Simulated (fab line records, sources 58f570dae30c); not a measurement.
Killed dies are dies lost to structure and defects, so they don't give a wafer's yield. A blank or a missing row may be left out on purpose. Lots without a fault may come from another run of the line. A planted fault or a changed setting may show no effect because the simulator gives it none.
Chamber matching | flow berkeley_cmos170 | UCB170_SPACER_ETCHBACK_03 on rie_diel-03: 4 sister chambers
The step etches SiO2 in CHF3/CF4/Ar, stops on Si, target depth 376 nm, time 100 s. 4 wafers are shown with their chamber, then 8 later ones without.

WAFERS WITH THEIR CHAMBER
wafer  | chamber | drypump_motor_current_A (A)
L679.1 | 2       | 6.5
L679.4 | 3       | 5.7
L681.5 | 0       | 5.6
L686.2 | 1       | 6.3

WAFERS WITHOUT THEIR CHAMBER
wafer  | drypump_motor_current_A (A)
L686.4 | 5.7
L686.5 | 6.5
L687.2 | 6.6
L687.3 | 5.6
L687.6 | 5.6
L689.2 | 5.6
L689.3 | 6.6
L689.4 | 6.3

WHICH CHAMBER EACH WENT THROUGH
wafer  | from the rows above | in truth
L686.4 | 3                   | 3
L686.5 | 2                   | 2
L687.2 | 2                   | 2
L687.3 | 0                   | 0
L687.6 | 0                   | 0
L689.2 | 0                   | 0
L689.3 | 2                   | 2
L689.4 | 1                   | 1
Placed correctly: 8 of 8. Can't be placed from these rows: 0. Placed wrongly: 0.
How it was worked out, from the rows above alone: a wafer's distance from a chamber is the root of the sum, over the readings, of the square of ((its reading less the chamber's mean) divided by the reading's scatter). The wafer belongs to the nearest chamber; if the next one is less than 2 further off, it can't be placed. A chamber's mean is the mean of its shown wafers. The scatter: with one shown wafer a chamber, the root of the mean of the squares of how far each hidden wafer lies from its nearest shown one.
